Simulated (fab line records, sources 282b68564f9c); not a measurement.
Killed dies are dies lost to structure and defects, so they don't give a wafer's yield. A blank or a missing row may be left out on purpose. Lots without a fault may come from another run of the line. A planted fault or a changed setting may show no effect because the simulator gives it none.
Tool commonality check | flow rit_cmos | 16 lots, 48 wafers sampled

WHY IT WAS OPENED
At RIT_ACTIVE_CD_MEAS_11 the reading cd_nm is flagged on 4 of 16 lots. Wafers without a fault read 1399.7 nm, standard deviation 2.4.
Rule: a lot is flagged when every wafer of it that has a number lies more than 4 standard deviations from that mean, or none has a number. The other lots count as sound.

lot  | measured    | on        | cd_nm (nm), wafer by wafer | flag
L148 | day 1 14:34 | cd_sem-01 | 1399.9 1403.6 1402.6       |
L149 | day 1 20:44 | cd_sem-01 | 1397.1 1395.5 1395.9       |
L151 | day 2 05:36 | cd_sem-01 | 1398.5 1398.4 1399.9       |
L152 | day 2 13:16 | cd_sem-01 | 1399.0 1402.5 1400.1       |
L153 | day 2 15:45 | cd_sem-01 | 1400.9 1402.1 1400.2       |
L154 | day 2 23:02 | cd_sem-01 | 1399.9 1399.6 1400.9       |
L155 | day 3 02:09 | cd_sem-01 | 1402.5 1401.7 1404.9       |
L156 | day 3 08:16 | cd_sem-01 | 1394.4 1397.9 1396.8       |
L158 | day 3 16:34 | cd_sem-01 | 1397.6 1397.3 1396.0       |
L160 | day 4 02:30 | cd_sem-02 | 1396.4 1396.0 1396.7       |
L161 | day 4 11:58 | cd_sem-02 | 1400.5 1399.0 1400.8       |
L164 | day 5 00:41 | cd_sem-01 | 1422.8 1426.1 1422.9       | FLAGGED
L165 | day 5 04:44 | cd_sem-01 | 1420.7 1421.9 1422.3       | FLAGGED
L166 | day 5 10:28 | cd_sem-01 | 1401.1 1402.8 1403.3       |
L167 | day 5 13:46 | cd_sem-02 | 1416.0 1417.6 1417.5       | FLAGGED
L168 | day 5 18:42 | cd_sem-01 | 1411.8 1410.6 1411.1       | FLAGGED
The numbers of the flagged lots are 1418.4 nm on average: +18.7 nm against the usual, or +8 standard deviations.

WHICH TOOL RAN EACH LOT
The record holds 1 process step before the reading, out of a route of 202 steps. In each cell: the tool, then ch and the chambers that the sampled wafers went through, then the start.
lot  | flag    | RIT_ACTIVE_EXPOSE_08
L148 |         | iline_stepper-02 ch 0, day 1 14:10
L149 |         | iline_stepper-01 ch 0, day 1 20:20
L151 |         | iline_stepper-01 ch 0, day 2 05:12
L152 |         | iline_stepper-01 ch 0, day 2 12:52
L153 |         | iline_stepper-02 ch 0, day 2 15:21
L154 |         | iline_stepper-01 ch 0, day 2 22:38
L155 |         | iline_stepper-01 ch 0, day 3 01:45
L156 |         | iline_stepper-01 ch 0, day 3 07:52
L158 |         | iline_stepper-02 ch 0, day 3 16:10
L160 |         | iline_stepper-01 ch 0, day 4 02:06
L161 |         | iline_stepper-01 ch 0, day 4 11:33
L164 | FLAGGED | iline_stepper-01 ch 0, day 5 00:17
L165 | FLAGGED | iline_stepper-01 ch 0, day 5 04:20
L166 |         | iline_stepper-02 ch 0, day 5 10:02
L167 | FLAGGED | iline_stepper-01 ch 0, day 5 13:22
L168 | FLAGGED | iline_stepper-01 ch 0, day 5 18:18
What these steps do:
- RIT_ACTIVE_EXPOSE_08: exposes mask M1, target cd 1400 nm.
- RIT_ACTIVE_CD_MEAS_11: target cd 1400 nm.

FLAGGED OVER TOTAL, TOOL BY TOOL (the gauges that took the reading come last)
step                  | tool             | lots run | flagged | share of the flagged lots | sound lots run after its first flagged lot
RIT_ACTIVE_EXPOSE_08  | iline_stepper-01 | 12       | 4       | all                       | 0
RIT_ACTIVE_EXPOSE_08  | iline_stepper-02 | 4        | 0       | none                      | -
RIT_ACTIVE_CD_MEAS_11 | cd_sem-01        | 13       | 3       | some                      | 1 (L166)
RIT_ACTIVE_CD_MEAS_11 | cd_sem-02        | 3        | 1       | some                      | 0

WHAT THE TABLE ALLOWS
1 row of the table ran every flagged lot: iline_stepper-01 at RIT_ACTIVE_EXPOSE_08.
- iline_stepper-01 at RIT_ACTIVE_EXPOSE_08: 4 of its 12 lots flagged. Its last sound lot is L161 (day 4 11:33), its first flagged lot L164 (day 5 00:17): a fault that began between those two fits. Its own readings lie more than 4 standard deviations out on every wafer of the flagged lots: exposure_dose_mJ_cm2.
One tool is left: iline_stepper-01 at RIT_ACTIVE_EXPOSE_08.

WHAT THE SIMULATOR HAD PUT IN
Process parameter drift: iline_stepper-01, from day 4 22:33 on, at RIT_ACTIVE_EXPOSE_08. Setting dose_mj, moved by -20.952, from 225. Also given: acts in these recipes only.
Lots struck among those shown: L164, L165, L167, L168. The rule above found the same.
